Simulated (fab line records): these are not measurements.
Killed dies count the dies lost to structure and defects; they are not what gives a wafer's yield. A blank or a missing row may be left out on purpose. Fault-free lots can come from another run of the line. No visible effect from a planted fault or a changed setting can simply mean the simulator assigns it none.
fab line records ; flow rit-cmos
record lots=5; wafers=15; last-day=7
route steps=202 shown ACTIVE@1 FOX1@20 FOX2@23 M1@202
lots that met no fault: from a run of the same line without faults
start-h: hours from the record's first day to the start of the lot's first wafer shown ; wait-h: hours from the lot's prior step to this one ; " unchanged from the row above ; L1.1+2: one row covering several wafers at once ; - no value, or no start was given ; * or withheld: withheld ; < > ~ a bound
route shown NAME@n: names a module that has steps shown in the file, with the first one's number in the route ; usual: mean/standard deviation taken from wafers without a fault ; same: alike in all rows ; chamber/n: place in a boat ; sites: the reading at each site ; _std_site: standard deviation of those values ; _edge_site: inner sites' mean taken away from outer sites' mean ; radius-mm: for every site, how far away it sits from the centre of the wafer ; mask NAME#n: copy n ; behind: tool/chamber where the wafer was last shaped ; hold: reason for holding the lot/hours on hold/outcome of the hold ; device: which transistor (n, p or np) failed to switch ; end of line: tests run on the same wafers once the route is complete ; step lacking rows: just its recipe ; killed: dies that structure and defects cost at the first sort, which is not the same as the wafer's yield ; map: dies across one wafer; x = killed, . = not, _ = none there
set.NAME: the setting as run; set.NAME@STEP: as run at that earlier step ; model.NAME: the simulator's own value behind a step, which no gauge read
certain route steps with their lots: each step a table, each wafer a row
services: the hour from which a tool's chamber was out of use, counted from the record's first day as start-h (under 0 if before that day), plus the number of hours and why
## steps
# step RIT_ACTIVE_BOW_MEAS_00
# recipe mode=bow
# usual INCOMING_BOW=0/6.2
lot.wafer;tool;chamber;start-h;wait-h;INCOMING_BOW[um]
L678.4;film-metro-02;-;10.06;-;-11
L678.5;film-metro-02;-;10.06;-;-2
L678.6;film-metro-02;-;10.06;-;3
L681.3;film-metro-04;-;25.04;-;7
L681.4;film-metro-04;-;25.04;-;1
L681.5;film-metro-04;-;25.04;-;2
L685.2;film-metro-04;-;45.02;-;5
L685.5;film-metro-04;-;45.02;-;12
L685.6;film-metro-04;-;45.02;-;-14
L693.2;film-metro-02;-;85.02;-;1
L693.3;film-metro-02;-;85.02;-;-6
L693.5;film-metro-02;-;85.02;-;1
L698.2;film-metro-02;-;110.02;-;-3
L698.3;film-metro-02;-;110.02;-;4
L698.5;film-metro-02;-;110.02;-;4
# step RIT_ACTIVE_OXIDATION_01
# recipe temp-c=1000; ambient=O2; target-thk-a=468; ox-time-s=3360
# usual tube-center-temp-C=1000/0.095
lot.wafer;tool;chamber;start-h;wait-h;tube-center-temp-C;model.SiO2_of_ACTIVE_OXIDATION_01.thk-nm
L678.4;furnace-02;0;10.58;0.5;1000.2;44.63
L678.5;furnace-02;0;10.58;0.5;1000;44.64
L678.6;furnace-02;0;10.58;0.5;999.99;45.01
L681.3;furnace-04;0;25.19;0.1;1000;46.75
L681.4;furnace-04;0;25.19;0.1;1000;47.72
L681.5;furnace-04;0;25.19;0.1;1000;48.27
L685.2;furnace-04;0;45.12;0.1;999.99;49.09
L685.5;furnace-04;0;45.12;0.1;999.93;48.53
L685.6;furnace-04;0;45.12;0.1;1000.2;48.89
L693.2;furnace-03;0;85.12;0.1;1000;46.51
L693.3;furnace-03;0;85.12;0.1;999.94;46.43
L693.5;furnace-03;0;85.12;0.1;1000;46.63
L698.2;furnace-03;0;110.12;0.1;1000;48.41
L698.3;furnace-03;0;110.12;0.1;1000.1;48.36
L698.5;furnace-03;0;110.12;0.1;1000.1;47.83
# step RIT_ACTIVE_THK_MEAS_02
# recipe reads=SiO2_of_ACTIVE_OXIDATION_01
# usual ACTIVE_OXIDE_THK=46.8/1.1
lot.wafer;tool;chamber;start-h;wait-h;ACTIVE_OXIDE_THK[nm]
L678.4;film-metro-03;-;12.55;0.0;44.6
L678.5;film-metro-03;-;12.55;0.0;44.7
L678.6;film-metro-03;-;12.55;0.0;45.0
L681.3;film-metro-02;-;27.14;0.0;46.7
L681.4;film-metro-02;-;27.14;0.0;47.7
L681.5;film-metro-02;-;27.14;0.0;48.2
L685.2;film-metro-02;-;47.06;0.0;49.1
L685.5;film-metro-02;-;47.06;0.0;48.5
L685.6;film-metro-02;-;47.06;0.0;48.9
L693.2;film-metro-04;-;87.06;0.0;46.5
L693.3;film-metro-04;-;87.06;0.0;46.5
L693.5;film-metro-04;-;87.06;0.0;46.7
L698.2;film-metro-04;-;112.06;0.0;48.5
L698.3;film-metro-04;-;112.06;0.0;48.3
L698.5;film-metro-04;-;112.06;0.0;47.9
# step RIT_ACTIVE_CVD_03
# recipe material=Si3N4; target-thk-nm=150; temp-c=810; precursor=SiH2Cl2/NH3; time-s=1500; pressure-mtorr=294.7; sih2cl2-flow-sccm=60; nh3-flow-sccm=150
# step RIT_ACTIVE_THK_MEAS_04
# recipe reads=Si3N4_of_ACTIVE_CVD_03
# usual ACTIVE_NITRIDE_THK=149.1/1.4
lot.wafer;tool;chamber;start-h;wait-h;ACTIVE_NITRIDE_THK[nm]
L678.4;film-metro-03;-;14.02;0.0;148.6
L678.5;film-metro-03;-;14.02;0.0;148.8
L678.6;film-metro-03;-;14.02;0.0;148.3
L681.3;film-metro-04;-;28.62;0.0;146.7
L681.4;film-metro-04;-;28.62;0.0;147.3
L681.5;film-metro-04;-;28.62;0.0;148.0
L685.2;film-metro-03;-;49.25;0.0;149.4
L685.5;film-metro-03;-;49.25;0.0;149.5
L685.6;film-metro-03;-;49.25;0.0;150.0
L693.2;film-metro-04;-;88.54;0.0;150.6
L693.3;film-metro-04;-;88.54;0.0;149.9
L693.5;film-metro-04;-;88.54;0.0;150.5
L698.2;film-metro-02;-;113.54;0.0;149.6
L698.3;film-metro-02;-;113.54;0.0;149.8
L698.5;film-metro-02;-;113.54;0.0;148.3
# step RIT_ACTIVE_HMDS_05
# recipe prime-time-s=60; prime-temp-c=140
# step RIT_ACTIVE_COAT_06
# recipe resist=NOVOLAK; spin-rpm=3250; resist-thk-nm=1000
# step RIT_ACTIVE_SOFTBAKE_07
# recipe resist=NOVOLAK; temp-c=90; time-s=60
# step RIT_ACTIVE_EXPOSE_08
# recipe mask-id=M1; na=0.6; source-shape=conventional; sigma-outer=0.6; target-cd-nm=1400; dose-mj=225
# step RIT_ACTIVE_PEB_09
# recipe resist=NOVOLAK; temp-c=withheld; time-s=withheld
# step RIT_ACTIVE_DEVELOP_10
# recipe resist=NOVOLAK; develop-time-s=50; dev-temp-c=22.56
# step RIT_ACTIVE_CD_MEAS_11
# recipe target-cd-nm=1400
# usual cd-nm=1400.0/2.4
lot.wafer;tool;chamber;start-h;wait-h;cd-nm
L678.4;cd-sem-01;-;15.17;-;1402.8
L678.5;cd-sem-01;-;15.17;-;1402.9
L678.6;cd-sem-01;-;15.17;-;1403.3
L681.3;cd-sem-01;-;29.67;-;1398.6
L681.4;cd-sem-01;-;29.67;-;1398.8
L681.5;cd-sem-01;-;29.67;-;1397.5
L685.2;cd-sem-02;-;50.30;-;1397.4
L685.5;cd-sem-02;-;50.30;-;1398.2
L685.6;cd-sem-02;-;50.30;-;1395.7
L693.2;cd-sem-01;-;89.58;-;1397.6
L693.3;cd-sem-01;-;89.58;-;1396.8
L693.5;cd-sem-01;-;89.58;-;1396.8
L698.2;cd-sem-01;-;114.46;-;1401.0
L698.3;cd-sem-01;-;114.46;-;1402.5
L698.5;cd-sem-01;-;114.46;-;1401.1
# step RIT_ACTIVE_HARDBAKE_12
# recipe resist=NOVOLAK; temp-c=140; time-s=60
# step RIT_ACTIVE_ETCH_13
# recipe stop-on=SiO2; chemistry=SF6; target=Si3N4; time-s=210; over-etch-frac=0.4; SF6_flow_sccm=200; pressure-mtorr=260; rf-w=125; target-depth-a=2100
# usual drypump-motor-current-A=5.7/0.4; oes-product-au=0.812/0.014; throttle-valve-pct=7.54/0.076
lot.wafer;tool;chamber;start-h;wait-h;drypump-motor-current-A;oes-product-au;rf-hours-counter-h;throttle-valve-pct
L678.4;rie-diel-02;3;15.38;0.1;6.0;0.825;117;7.67
L678.5;rie-diel-02;1;15.38;0.1;5.0;0.829;-;7.44
L678.6;rie-diel-02;0;15.38;0.1;5.3;0.804;-;7.56
L681.3;rie-diel-02;2;29.90;0.1;5.5;0.799;57;7.51
L681.4;rie-diel-02;0;29.90;0.1;5.3;0.797;3;7.57
L681.5;rie-diel-02;0;29.90;0.1;5.3;0.800;-;7.56
L685.2;rie-diel-04;0;50.55;0.1;6.2;0.808;5;7.56
L685.5;rie-diel-04;0;50.55;0.1;6.2;0.815;-;7.55
L685.6;rie-diel-04;1;50.55;0.1;5.7;0.815;-;7.47
L693.2;rie-diel-03;0;89.83;0.1;5.3;0.803;137;7.59
L693.3;rie-diel-03;2;89.83;0.1;6.1;0.835;138;7.49
L693.5;rie-diel-03;3;89.83;0.1;5.8;0.818;-;7.43
L698.2;rie-diel-04;3;114.71;0.1;5.5;0.830;3;7.63
L698.3;rie-diel-04;0;114.71;0.1;6.2;0.812;7;7.58
L698.5;rie-diel-04;1;114.71;0.1;5.7;0.806;-;7.47
# step RIT_ACTIVE_STRIP_14
# recipe chemistry=O2; time-s=180; resist=NOVOLAK; platen-temp-c=withheld; power-w=500; pressure-mtorr=4000; o2-flow-sccm=4000
# usual drypump-motor-current-A=5.5/0.38
lot.wafer;tool;chamber;start-h;wait-h;drypump-motor-current-A;rf-hours-counter-h
L678.4;plasma-asher-03;1;15.57;0.1;5.5;-
L678.5;plasma-asher-03;0;15.57;0.1;5.9;-
L678.6;plasma-asher-03;1;15.57;0.1;5.4;-
L681.3;plasma-asher-04;1;30.09;0.1;5.1;-
L681.4;plasma-asher-04;0;30.09;0.1;5.4;-
L681.5;plasma-asher-04;0;30.09;0.1;5.4;-
L685.2;plasma-asher-01;1;50.68;0.1;5.8;27
L685.5;plasma-asher-01;0;50.68;0.1;6.2;-
L685.6;plasma-asher-01;1;50.68;0.1;5.8;-
L693.2;plasma-asher-04;0;89.97;0.1;5.4;50
L693.3;plasma-asher-04;0;89.97;0.1;5.4;-
L693.5;plasma-asher-04;0;89.97;0.1;5.4;-
L698.2;plasma-asher-04;1;114.84;0.1;5.0;53
L698.3;plasma-asher-04;1;114.84;0.1;5.0;-
L698.5;plasma-asher-04;0;114.84;0.1;5.4;-
# step RIT_ACTIVE_CD_MEAS_90
# recipe target-cd-nm=1400
# usual cd-nm=1400.0/2.4
lot.wafer;tool;chamber;start-h;wait-h;cd-nm
L678.4;cd-sem-01;-;15.75;0.1;1403.3
L678.5;cd-sem-01;-;15.75;0.1;1403.1
L678.6;cd-sem-01;-;15.75;0.1;1403.3
L681.3;cd-sem-02;-;30.25;0.1;1398.7
L681.4;cd-sem-02;-;30.25;0.1;1398.9
L681.5;cd-sem-02;-;30.25;0.1;1398.2
L685.2;cd-sem-02;-;50.88;0.1;1397.4
L685.5;cd-sem-02;-;50.88;0.1;1397.9
L685.6;cd-sem-02;-;50.88;0.1;1396.0
L693.2;cd-sem-01;-;90.16;0.1;1397.1
L693.3;cd-sem-01;-;90.16;0.1;1396.7
L693.5;cd-sem-01;-;90.16;0.1;1396.6
L698.2;cd-sem-02;-;115.04;0.1;1400.6
L698.3;cd-sem-02;-;115.04;0.1;1402.7
L698.5;cd-sem-02;-;115.04;0.1;1400.8
# step RIT_ACTIVE_CLEAN_15
# recipe chemistry=SC1; mix=3:3:50; time-s=600; temp-c=75
# step RIT_ACTIVE_CLEAN_16
# recipe chemistry=dHF; dilution=50:1; time-s=30
# step RIT_ACTIVE_CLEAN_17
# recipe chemistry=SC2; mix=3:3:50; time-s=600; temp-c=75; dry=n2-spin
# step RIT_FOX1_OXIDATION_00
# recipe temp-c=1100; ambient=H2O; target-thk-a=3507; p-h2o-torr=720; ox-time-s=1130
# step RIT_FOX1_THK_MEAS_01
# recipe reads=SiO2_of_FOX1_OXIDATION_00
# usual FOX1_OXIDE_THK=353/6.2
lot.wafer;tool;chamber;start-h;wait-h;FOX1_OXIDE_THK[nm]
L678.4;film-metro-01;-;17.52;0.0;361
L678.5;film-metro-01;-;17.52;0.0;362
L678.6;film-metro-01;-;17.52;0.0;358
L681.3;film-metro-01;-;33.39;0.0;357
L681.4;film-metro-01;-;33.39;0.0;356
L681.5;film-metro-01;-;33.39;0.0;354
L685.2;film-metro-02;-;52.68;0.0;348
L685.5;film-metro-02;-;52.68;0.0;353
L685.6;film-metro-02;-;52.68;0.0;351
L693.2;film-metro-01;-;91.95;0.0;356
L693.3;film-metro-01;-;91.95;0.0;349
L693.5;film-metro-01;-;91.95;0.0;347
L698.2;film-metro-02;-;116.86;0.0;353
L698.3;film-metro-02;-;116.86;0.0;346
L698.5;film-metro-02;-;116.86;0.0;351
# step RIT_FOX1_WET_ETCH_02
# recipe chemistry=BOE; target-depth-nm=350; time-s=390; temp-c=21.5; dry=n2-spin; dilution=10:1; target=SiO2
# step RIT_FOX2_OXIDATION_00
# recipe temp-c=1100; ambient=H2O; target-thk-a=3507; p-h2o-torr=720; ox-time-s=1130
# step RIT_FOX2_THK_MEAS_01
# recipe reads=SiO2_of_FOX2_OXIDATION_00
# usual FOX2_OXIDE_THK=349/7.4
lot.wafer;tool;chamber;start-h;wait-h;FOX2_OXIDE_THK[nm]
L678.4;film-metro-01;-;19.78;0.0;331
L678.5;film-metro-01;-;19.78;0.0;331
L678.6;film-metro-01;-;19.78;0.0;326
L681.3;film-metro-03;-;34.88;0.0;338
L681.4;film-metro-03;-;34.88;0.0;341
L681.5;film-metro-03;-;34.88;0.0;335
L685.2;film-metro-01;-;54.60;0.0;356
L685.5;film-metro-01;-;54.60;0.0;354
L685.6;film-metro-01;-;54.60;0.0;363
L693.2;film-metro-01;-;93.44;0.0;349
L693.3;film-metro-01;-;93.44;0.0;341
L693.5;film-metro-01;-;93.44;0.0;350
L698.2;film-metro-01;-;118.35;0.0;350
L698.3;film-metro-01;-;118.35;0.0;346
L698.5;film-metro-01;-;118.35;0.0;348
# step RIT_FOX2_CLEAN_02
# recipe chemistry=dHF; dilution=50:1; time-s=180
# step RIT_FOX2_WET_ETCH_03
# recipe chemistry=H3PO4; target=Si3N4; target-depth-nm=195; temp-c=165; time-s=2700
lot.wafer;tool;chamber;start-h;wait-h;model.SiO2_of_ACTIVE_OXIDATION_01.thk-nm
L678.4;wet-bench-04;3;19.87;0.0;39.08
L678.5;wet-bench-04;3;19.87;0.0;39.53
L678.6;wet-bench-04;3;19.87;0.0;39.98
L681.3;wet-bench-01;0;34.98;0.0;41.15
L681.4;wet-bench-01;0;34.98;0.0;42.47
L681.5;wet-bench-01;0;34.98;0.0;42.96
L685.2;wet-bench-02;0;54.71;0.0;43.61
L685.5;wet-bench-02;0;54.71;0.0;43.12
L685.6;wet-bench-02;0;54.71;0.0;43.47
L693.2;wet-bench-04;3;93.55;0.0;40.62
L693.3;wet-bench-04;3;93.55;0.0;41.1
L693.5;wet-bench-04;3;93.55;0.0;41.5
L698.2;wet-bench-04;3;118.47;0.0;43.1
L698.3;wet-bench-04;3;118.47;0.0;43.05
L698.5;wet-bench-04;3;118.47;0.0;42.57
# step RIT_FOX2_THK_MEAS_90
# recipe reads=SiO2_of_FOX2_OXIDATION_00
# usual FIELD_OXIDE_LEFT_1_THK=322/7.4
lot.wafer;tool;chamber;start-h;wait-h;FIELD_OXIDE_LEFT_1_THK[nm]
L678.4;film-metro-04;-;20.73;0.0;304
L678.5;film-metro-04;-;20.73;0.0;303
L678.6;film-metro-04;-;20.73;0.0;298
L681.3;film-metro-04;-;35.82;0.0;310
L681.4;film-metro-04;-;35.82;0.0;314
L681.5;film-metro-04;-;35.82;0.0;308
L685.2;film-metro-01;-;55.48;0.0;328
L685.5;film-metro-01;-;55.48;0.0;327
L685.6;film-metro-01;-;55.48;0.0;335
L693.2;film-metro-01;-;95.08;0.0;322
L693.3;film-metro-01;-;95.08;0.0;314
L693.5;film-metro-01;-;95.08;0.0;323
L698.2;film-metro-01;-;119.23;0.0;323
L698.3;film-metro-01;-;119.23;0.0;319
L698.5;film-metro-01;-;119.23;0.0;321
# step RIT_M1_PROBE_99
# usual killed-at-contacts=0.1/0.24; killed-at-front-end=7/3; killed-dies=7/3; killed-open=3.2/1.8; killed-short=3.5/2.1
# same gross-dies=264; killed_at_M0_to_M3=0; killed_at_M4_up=0; killed-at-back-side=0; killed-at-other=0
lot.wafer;tool;chamber;start-h;wait-h;killed-at-contacts;killed-at-front-end;killed-dies;killed-open;killed-short;model.etest.pldd.width-nm;model.etest.nldd.width-nm
L678.4;prober-01;-;58.93;0.2;0;5;5;0;5;3213;3204
L678.5;prober-01;-;58.98;0.2;0;2;2;0;2;3193;3200
L678.6;prober-01;-;59.03;0.2;0;5;5;2;3;3213;3208
L681.3;prober-02;-;73.06;0.2;0;4;4;1;3;3173;3178
L681.4;prober-02;-;73.11;0.2;0;7;7;5;2;3168;3183
L681.5;prober-02;-;73.16;0.2;1;5;6;1;5;3167;3161
L685.2;prober-01;-;92.54;0.1;0;14;14;6;8;3137;3146
L685.5;prober-01;-;92.69;0.2;0;9;9;4;5;3154;3137
L685.6;prober-01;-;92.74;0.2;0;6;6;3;3;3147;3134
L693.2;prober-01;-;132.67;0.1;0;2;2;1;1;3170;3155
L693.3;prober-01;-;132.72;0.2;0;8;8;3;5;3158;3181
L693.5;prober-01;-;132.82;0.2;0;6;6;3;3;3182;3171
L698.2;prober-02;-;159.52;0.1;0;5;5;3;2;3154;3178
L698.3;prober-02;-;159.57;0.2;0;7;7;5;2;3194;3165
L698.5;prober-02;-;159.67;0.2;0;7;7;2;5;3162;3176
# killed by level:class
L678.4 FOX1:geometric-particle:short=3 SPACER:geometric-particle:short=2
L678.5 FOX1:geometric-particle:short=1 REOX:geometric-particle:short=1
L678.6 FOX1:geometric-particle:open=2 FOX1:geometric-particle:short=2 FOX2:geometric-particle:short=1
L681.3 GATE:geometric-particle:short=1 REOX:geometric-particle:short=1 SPACER:geometric-particle:short=1 SILICIDE:geometric-particle:open=1
L681.4 REOX:geometric-particle:open=2 FOX1:geometric-particle:open=1 FOX1:geometric-particle:short=1 GATE:geometric-particle:open=1 SILICIDE:geometric-particle:short=1 SILICIDE:geometric-particle:open=1
L681.5 REOX:geometric-particle:short=2 GATE:geometric-particle:short=1 SILICIDE:geometric-particle:short=1 SILICIDE:geometric-particle:open=1 CONTACT:geometric-particle:short=1
L685.2 GATE:geometric-particle:short=4 FOX1:geometric-particle:open=3 GATE:geometric-particle:open=3 SILICIDE:geometric-particle:short=2 FOX1:geometric-particle:short=1 SPACER:geometric-particle:short=1
L685.5 FOX1:geometric-particle:open=3 GATE:geometric-particle:short=3 FOX1:geometric-particle:short=2 REOX:geometric-particle:open=1
L685.6 GATE:geometric-particle:open=2 FOX1:geometric-particle:short=1 REOX:geometric-particle:short=1 SPACER:geometric-particle:short=1 SILICIDE:geometric-particle:open=1
L693.2 GATE:geometric-particle:open=1 GATE:geometric-particle:short=1
L693.3 GATE:geometric-particle:short=3 GATE:geometric-particle:open=2 SPACER:geometric-particle:short=2 FOX1:geometric-particle:open=1
L693.5 GATE:geometric-particle:open=3 SPACER:geometric-particle:short=2 FOX2:geometric-particle:short=1
L698.2 GATE:geometric-particle:open=1 SPACER:geometric-particle:short=1 SPACER:geometric-particle:open=1 SILICIDE:geometric-particle:open=1 SILICIDE:geometric-particle:short=1
L698.3 FOX2:geometric-particle:open=3 FOX1:geometric-particle:open=2 GATE:geometric-particle:short=2
L698.5 GATE:geometric-particle:short=2 SILICIDE:geometric-particle:short=2 FOX2:geometric-particle:open=1 FOX2:geometric-particle:short=1 SPACER:geometric-particle:open=1
## services
tool;chamber;start-h;hours;kind
rie-diel-02;-;-9.37;0.5;repair
furnace-04;-;14.07;4.7;pm
furnace-02;-;21.50;4.1;pm
rie-diel-03;0;22.45;14.5;repair
plasma-asher-03;-;25.21;1.6;repair
plasma-asher-03;-;25.40;3.0;repair
rie-diel-03;2;26.62;7.9;repair
rie-diel-02;1;32.02;2.8;repair
rie-diel-02;1;58.30;5.1;repair
plasma-asher-03;-;60.21;2.8;pm
plasma-asher-03;-;81.50;28.1;pm
rie-diel-03;1;82.04;5.8;repair
rie-diel-02;1;90.58;3.9;repair
rie-diel-02;2;104.33;14.5;repair
rie-diel-04;-;116.13;2.8;pm
## key
first-sign none at tools or gauges
model-effect step=RIT_ACTIVE_OXIDATION_01; value=SiO2_of_ACTIVE_OXIDATION_01.thk-nm; without=45.65; struck=48.84
model-effect step=RIT_FOX2_WET_ETCH_03; value=SiO2_of_ACTIVE_OXIDATION_01.thk-nm; without=40.56; struck=43.4
model-effect step=RIT_M1_PROBE_99; value=etest.pldd.width-nm; without=3180; struck=3146
met-at RIT_ACTIVE_OXIDATION_01
struck-wafers L685.2,L685.5,L685.6
tester-left-out L685
onset-between 25.19 45.12
fault kind=process-parameter-drift; tool=furnace-04; chamber=-; onset-h=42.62; steps=RIT_ACTIVE_OXIDATION_01; channel=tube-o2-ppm; offset=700; shape=step; end-h=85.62
# tester-left-out: of these lots the tester's yield and bins aren't shown, on N5 and GAA mostly nor the transistor test; their killed dies are dies lost to structure and defects alone, not to doping, threshold or leakage, so they don't give the yield
